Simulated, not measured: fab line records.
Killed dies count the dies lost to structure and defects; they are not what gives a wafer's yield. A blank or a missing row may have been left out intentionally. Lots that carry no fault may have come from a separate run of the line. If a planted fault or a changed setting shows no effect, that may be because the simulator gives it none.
The same fault as seen by 2 desks ; flow rit_cmos ; numbers are kept per desk, each desk with only its own; the story behind them comes last

== THE METROLOGY DESK ==
What the gauges read for every lot (on any tool): the sampled wafers with a number, averaged. The brackets show how far a lot's mean lies from the usual mean; more than 4 standard deviations puts the lot out of limits, marked OUT.
Columns: A = ACTIVE_NITRIDE_THK at RIT_ACTIVE_THK_MEAS_04, usual 149.0 nm; B = FOX2_OXIDE_THK at RIT_FOX2_THK_MEAS_01, usual 348 nm; C = NWELL_OVL at RIT_NWELL_OVL_MEAS_06, usual -0.5 nm
lot;first seen here;A;B;C
L679;day 1 13:33;146.1;337;-1.1
L680;day 1 18:32;145.0;355;3.0
L681;day 2 01:18;146.8;346;-0.9
L682;day 2 05:14;145.6;350;0.3
L683;day 2 09:32;149.1;346;0.0
L684;day 2 14:32;148.7;347;-0.0
L686;day 3 00:32;151.3;346;-4.2
L688;day 3 10:32;149.4;348;1.0
L689;day 3 15:32;149.8;345;-0.9
L692;day 4 06:32;149.2;351;-1.0
L695;day 4 22:37;150.1;358;0.3
L696;day 5 02:32;149.6;353;-300.1 (-99 or more) OUT
L697;day 5 08:02;148.9;345;-299.8 (-99 or more) OUT
L698;day 5 12:32;150.3;351;-301.7 (-99 or more) OUT
L702;day 6 08:34;149.7;342;-2.0
This desk reports L696, L697, L698 out of limits; the earliest was L696 at day 5 09:23 (NWELL_OVL at RIT_NWELL_OVL_MEAS_06). L679, L680, L681, L682, L683, L684, L686, L688, L689, L692, L695, L702: within limits.

== AT THE TOOL OWNER'S DESK: iline_stepper-01 ==
The tool's own readings at RIT_NWELL_EXPOSE_03 (exposes mask M2, target cd 43900 nm): means of the sampled wafers that have a number, for each lot that ran on this tool. The brackets show how far a lot's mean lies from the usual mean; more than 4 standard deviations puts the lot out of limits, marked OUT.
Columns: A = reticle_temp_C at RIT_NWELL_EXPOSE_03, usual 23.00 C
lot;first seen here;A
L680;day 2 00:53;22.91
L681;day 2 07:47;23.01
L682;day 2 12:23;23.04
L683;day 2 17:30;22.90
L692;day 4 14:38;22.87
L696;day 5 08:56;23.19
L697;day 5 14:29;22.91
L698;day 5 19:52;23.12
Result from this desk: across the 8 lots, nothing is out of limits.

== BROUGHT TOGETHER ==
An alarm was possible from the metrology desk at day 5 09:23, on L696, L697, L698.
The desk of the tool owner found nothing out of limits.
On record at the tool owner's desk: L696, L697, L698, within its limits.
The lots listed all ran RIT_NWELL_EXPOSE_03 on iline_stepper-01.

== WHAT HAD BEEN PUT IN BY THE SIMULATOR ==
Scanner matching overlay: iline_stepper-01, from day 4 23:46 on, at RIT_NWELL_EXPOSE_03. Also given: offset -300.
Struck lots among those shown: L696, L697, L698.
Per desk, hours elapsed from the start of the fault to the first reading out of limits: for the metrology desk, 10.
